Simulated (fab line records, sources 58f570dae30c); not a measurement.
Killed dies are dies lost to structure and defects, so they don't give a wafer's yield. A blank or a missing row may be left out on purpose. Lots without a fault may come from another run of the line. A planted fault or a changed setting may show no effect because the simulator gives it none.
Split-lot experiment | flow berkeley_cmos170 | 5 lots, 23 wafers read, on a route of 331 steps

THE SPLIT
At UCB170_NSD_PEB_04, the setting peb_temp_c was moved away from the recipe's 130 C on 9 of the 23 wafers read, by -1.6% to +1.7%. The other wafers ran this setting at the recipe's value.

FROM THE SPLIT TO THE READING: what the file shows between them, 1 step
- UCB170_NSD_DEVELOP_05: develop time 45 s

THE READING
cd_nm, in nm, at UCB170_NSD_CD_MEAS_06 (target cd 1200 nm). Fault-free wafers of this fab line usually give 1200.1 nm, standard deviation 1.3 nm.

wafer  | tool, chamber at the split | peb_temp_c as run, C | against the recipe | cd_nm, nm | against lot-mates on the recipe
L075.1 | litho_track-01, 0          | 130                  | recipe             | 1198.9    | -
L075.2 | litho_track-01, 0          | 130                  | recipe             | 1198.3    | -
L075.4 | litho_track-01, 0          | 130                  | recipe             | 1198.5    | -
L075.5 | litho_track-01, 0          | 130                  | recipe             | 1198.3    | -
L075.6 | litho_track-01, 0          | 130                  | recipe             | 1198.5    | -
L078.1 | litho_track-01, 0          | 132.2                | +1.7%              | 1214.1    | +13.3
L078.3 | litho_track-01, 0          | 132.2                | +1.7%              | 1214.2    | +13.4
L078.4 | litho_track-01, 0          | 132.2                | +1.7%              | 1214.0    | +13.2
L078.5 | litho_track-01, 0          | 130                  | recipe             | 1201.4    | -
L078.6 | litho_track-01, 0          | 130                  | recipe             | 1200.2    | -
L080.1 | litho_track-02, 0          | 132                  | +1.5%              | 1214.2    | +13.5
L080.2 | litho_track-02, 0          | 130                  | recipe             | 1201.0    | -
L080.4 | litho_track-02, 0          | 132                  | +1.5%              | 1214.2    | +13.5
L080.5 | litho_track-02, 0          | 130                  | recipe             | 1200.3    | -
L080.6 | litho_track-02, 0          | 132                  | +1.5%              | 1213.9    | +13.2
L083.3 | litho_track-01, 0          | 130                  | recipe             | 1198.8    | -
L083.4 | litho_track-01, 0          | 130                  | recipe             | 1198.1    | -
L083.5 | litho_track-01, 0          | 130                  | recipe             | 1200.2    | -
L084.1 | litho_track-04, 0          | 130                  | recipe             | 1199.9    | -
L084.2 | litho_track-04, 0          | 127.9                | -1.6%              | 1183.8    | -15.7
L084.3 | litho_track-04, 0          | 127.9                | -1.6%              | 1182.0    | -17.5
L084.5 | litho_track-04, 0          | 130                  | recipe             | 1199.0    | -
L084.6 | litho_track-04, 0          | 127.9                | -1.6%              | 1183.6    | -15.9

THE FIT
A straight line over all 23 wafers: cd_nm changes by +9.47 nm for each +1% of peb_temp_c; r = +0.99; the points scatter about the line by 1.1 nm.
The same after taking each lot's own level away (the mean of its wafers on the recipe; 23 wafers): +8.98 nm for each +1%; r = +0.99; scatter 0.99 nm.
On that fit, the largest move of peb_temp_c shifts the reading by 15 nm.
The lots' own levels span 1198.50 to 1200.80 nm, that is 1.8 times the standard deviation above.
So the lot-to-lot level changes the slope little: the two slopes agree.
Check: with one of the wafers moved furthest among these (+1.7%) left out of the fit, the line predicts +14.9 nm for it against its lot-mates. It came out at +13.3 nm against them.

OTHER SPLITS ON THESE WAFERS
These wafers also went through other splits before the reading. Each is held against what the fit with the lots' levels taken away leaves over:
other split on the same wafers         | wafers away from the commonest value | r with cd_nm (lot level and that fit taken away)
UCB170_START_OXIDATION_02 temp_c       | 15                                   | +0.21
UCB170_PWELL_OXIDATION_02 ox_time_s    | 18                                   | -0.44
UCB170_PWELL_ANNEAL_04 time_s          | 18                                   | -0.16
UCB170_PWELL_STRIP_16 overash_fraction | 7                                    | -0.59
UCB170_ACTIVE_CVD_05 pressure_mtorr    | 18                                   | -0.12
UCB170_ACTIVE_DEVELOP_12 dev_temp_c    | 7                                    | +0.48
UCB170_PFIELD_IMPLANT_07 energy_kev    | 11                                   | +0.19
UCB170_GATE_ETCH_15 over_etch_frac     | 10                                   | +0.13
UCB170_PLDD_PEB_04 peb_temp_c          | 8                                    | -0.09
UCB170_NLDD_IMPLANT_09 energy_kev      | 9                                    | +0.03
UCB170_SPACER_ANNEAL_02 temp_c         | 10                                   | -0.25

THE FILE'S OWN FIT
cd_nm changes by +8.87 nm for each +1% of peb_temp_c, r = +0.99.
